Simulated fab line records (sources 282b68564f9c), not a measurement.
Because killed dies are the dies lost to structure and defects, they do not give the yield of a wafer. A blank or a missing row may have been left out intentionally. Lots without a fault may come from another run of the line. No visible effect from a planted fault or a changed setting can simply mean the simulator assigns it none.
Which tool is to blame? :: flow rit_cmos :: 14 lots, 42 wafers sampled, at 2 steps of a route of 202

WHAT THE GAUGES READ, wafer by wafer
RIT_FOX1_THK_MEAS_01. Usual: FOX1_OXIDE_THK typically reads 348 nm, with standard deviation 6.9.
lot: L233
measured: day 1 22:39
on: film_metro-04
FOX1_OXIDE_THK (nm): 344 347 347
flag: 

lot: L234
measured: day 2 04:01
on: film_metro-04
FOX1_OXIDE_THK (nm): 352 362 359
flag: 

lot: L235
measured: day 2 07:49
on: film_metro-02
FOX1_OXIDE_THK (nm): 352 349 345
flag: 

lot: L239
measured: day 3 04:52
on: film_metro-01
FOX1_OXIDE_THK (nm): 339 344 344
flag: 

lot: L240
measured: day 3 08:57
on: film_metro-01
FOX1_OXIDE_THK (nm): 336 339 336
flag: 

lot: L241
measured: day 3 15:12
on: film_metro-04
FOX1_OXIDE_THK (nm): 330 328 335
flag: 

lot: L242
measured: day 3 18:49
on: film_metro-04
FOX1_OXIDE_THK (nm): 334 345 341
flag: 

lot: L243
measured: day 4 00:02
on: film_metro-02
FOX1_OXIDE_THK (nm): 351 347 347
flag: 

lot: L244
measured: day 4 04:51
on: film_metro-04
FOX1_OXIDE_THK (nm): 349 347 351
flag: 

lot: L245
measured: day 4 09:50
on: film_metro-04
FOX1_OXIDE_THK (nm): 350 356 351
flag: 

lot: L247
measured: day 4 20:35
on: film_metro-01
FOX1_OXIDE_THK (nm): 357 351 351
flag: 

lot: L248
measured: day 5 00:52
on: film_metro-01
FOX1_OXIDE_THK (nm): 310 310 312
flag: OFF

lot: L249
measured: day 5 06:04
on: film_metro-04
FOX1_OXIDE_THK (nm): 312 304 305
flag: OFF

lot: L252
measured: day 5 20:56
on: film_metro-01
FOX1_OXIDE_THK (nm): 345 340 352
flag: 

WHAT TOOL EACH LOT RAN ON (gives the tool, then ch and the chambers of the sampled wafers, and finally the start)
lot: L233
RIT_FOX1_OXIDATION_00: furnace-03 ch 0, day 1 21:20

lot: L234
RIT_FOX1_OXIDATION_00: furnace-02 ch 0, day 2 02:41

lot: L235
RIT_FOX1_OXIDATION_00: furnace-01 ch 0, day 2 06:30

lot: L239
RIT_FOX1_OXIDATION_00: furnace-01 ch 0, day 3 03:31

lot: L240
RIT_FOX1_OXIDATION_00: furnace-02 ch 0, day 3 07:38

lot: L241
RIT_FOX1_OXIDATION_00: furnace-01 ch 0, day 3 13:52

lot: L242
RIT_FOX1_OXIDATION_00: furnace-01 ch 0, day 3 17:30

lot: L243
RIT_FOX1_OXIDATION_00: furnace-03 ch 0, day 3 22:43

lot: L244
RIT_FOX1_OXIDATION_00: furnace-02 ch 0, day 4 03:32

lot: L245
RIT_FOX1_OXIDATION_00: furnace-03 ch 0, day 4 08:31

lot: L247
RIT_FOX1_OXIDATION_00: furnace-02 ch 0, day 4 19:16

lot: L248
RIT_FOX1_OXIDATION_00: furnace-02 ch 0, day 4 23:32

lot: L249
RIT_FOX1_OXIDATION_00: furnace-02 ch 0, day 5 04:44

lot: L252
RIT_FOX1_OXIDATION_00: furnace-01 ch 0, day 5 19:38
- RIT_FOX1_OXIDATION_00: target thk 350.7 nm, ox time 1130 s.

WHAT THE TOOLS THEMSELVES READ (means of the sampled wafers that have a number; where no wafer has one, the mark that the record gives instead)
RIT_FOX1_OXIDATION_00. Usual: spike_tc_centre_C 1102.4 C, standard deviation 1.8; spike_tc_load_C 1127 C, standard deviation 4; spike_tc_source_C 1124.3 C, standard deviation 1.2; tube_center_temp_C 1100 C, standard deviation 0.1; tube_center_temp_C_max 1102.8, standard deviation 0.43.
lot: L233
tool: furnace-03
spike_tc_centre_C (C): 1100.6
spike_tc_load_C (C): 1132
spike_tc_source_C (C): 1122.7
tube_center_temp_C (C): 1100
tube_center_temp_C_max: 1102.6
flag: 

lot: L234
tool: furnace-02
spike_tc_centre_C (C): 1102.4
spike_tc_load_C (C): 1126
spike_tc_source_C (C): 1124.0
tube_center_temp_C (C): 1100
tube_center_temp_C_max: 1102.5
flag: 

lot: L235
tool: furnace-01
spike_tc_centre_C (C): 1103.5
spike_tc_load_C (C): 1123
spike_tc_source_C (C): 1125.3
tube_center_temp_C (C): 1100
tube_center_temp_C_max: 1102.5
flag: 

lot: L239
tool: furnace-01
spike_tc_centre_C (C): 1104.5
spike_tc_load_C (C): 1122
spike_tc_source_C (C): 1125.3
tube_center_temp_C (C): 1100
tube_center_temp_C_max: 1102.7
flag: 

lot: L240
tool: furnace-02
spike_tc_centre_C (C): 1102.3
spike_tc_load_C (C): 1127
spike_tc_source_C (C): 1123.2
tube_center_temp_C (C): 1100
tube_center_temp_C_max: 1102.8
flag: 

lot: L241
tool: furnace-01
spike_tc_centre_C (C): 1104.3
spike_tc_load_C (C): 1123
spike_tc_source_C (C): 1125.4
tube_center_temp_C (C): 1100
tube_center_temp_C_max: 1102.7
flag: 

lot: L242
tool: furnace-01
spike_tc_centre_C (C): 1104.2
spike_tc_load_C (C): 1122
spike_tc_source_C (C): 1125.8
tube_center_temp_C (C): 1100
tube_center_temp_C_max: 1102.9
flag: 

lot: L243
tool: furnace-03
spike_tc_centre_C (C): 1101.2
spike_tc_load_C (C): 1132
spike_tc_source_C (C): 1124.0
tube_center_temp_C (C): 1100
tube_center_temp_C_max: 1102.9
flag: 

lot: L244
tool: furnace-02
spike_tc_centre_C (C): 1101.6
spike_tc_load_C (C): 1127
spike_tc_source_C (C): 1124.7
tube_center_temp_C (C): 1100
tube_center_temp_C_max: 1103.1
flag: 

lot: L245
tool: furnace-03
spike_tc_centre_C (C): 1100.7
spike_tc_load_C (C): 1131
spike_tc_source_C (C): 1124.0
tube_center_temp_C (C): 1100
tube_center_temp_C_max: 1103.0
flag: 

lot: L247
tool: furnace-02
spike_tc_centre_C (C): 1102.5
spike_tc_load_C (C): 1127
spike_tc_source_C (C): 1122.9
tube_center_temp_C (C): 1100
tube_center_temp_C_max: 1102.7
flag: 

lot: L248
tool: furnace-02
spike_tc_centre_C (C): 1077.5
spike_tc_load_C (C): 1101
spike_tc_source_C (C): 1098.0
tube_center_temp_C (C): 1075
tube_center_temp_C_max: 1077.7
flag: OFF

lot: L249
tool: furnace-02
spike_tc_centre_C (C): 1076.6
spike_tc_load_C (C): 1102
spike_tc_source_C (C): 1098.7
tube_center_temp_C (C): 1075
tube_center_temp_C_max: 1077.6
flag: OFF

lot: L252
tool: furnace-01
spike_tc_centre_C (C): 1104.4
spike_tc_load_C (C): 1123
spike_tc_source_C (C): 1125.5
tube_center_temp_C (C): 1100
tube_center_temp_C_max: 1103.3
flag: 

THE ANSWER, worked out from the rows above alone
Rule: lot off if the mean of its wafers having a number is beyond 3 standard deviations from the usual mean. Also off: a lot with no number at a reading for which 4 or more lots have one. Any other lot the step has rows for is counted as sound. Order of review: gauges by route order, followed by the tools' own readings, for which a lot's mean as printed above is used. At the first step where some lot is off, the reading lying furthest off is the one used; lots without a number count as furthest.
Off: L248, L249, at RIT_FOX1_THK_MEAS_01 (FOX1_OXIDE_THK).
If a tool, at a process step before that reading, ran all the lots that are off and no sound lot after the first of them, it fits. Not tried: the gauges at RIT_FOX1_THK_MEAS_01; whatever is off there is also off at RIT_FOX1_OXIDATION_00, on other tools, and gauge error can't account for it. One fits: RIT_FOX1_OXIDATION_00 on furnace-02. A fault onset in the window from L247 (day 4 19:16, its last sound lot) to L248 (day 4 23:32, its first lot off) fits.
The tool's own readings at RIT_FOX1_OXIDATION_00 bear it out: on the lots that are off they differ by more than 5 times the standard deviation of the sound lots' means. spike_tc_centre_C reads 1077.0 C there against 1102.7 C on the sound lots; spike_tc_load_C reads 1102 C there against 1126 C on the sound lots; spike_tc_source_C reads 1098.3 C there against 1124.4 C on the sound lots; tube_center_temp_C reads 1075 C there against 1100 C on the sound lots; tube_center_temp_C_max reads 1077.7 there against 1102.8 on the sound lots.

WHAT THE SIMULATOR HAD INSERTED
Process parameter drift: furnace-02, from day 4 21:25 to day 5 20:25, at RIT_FOX1_OXIDATION_00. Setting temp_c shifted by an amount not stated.
Lots struck among those shown: L248, L249. Same finding as the rule above.
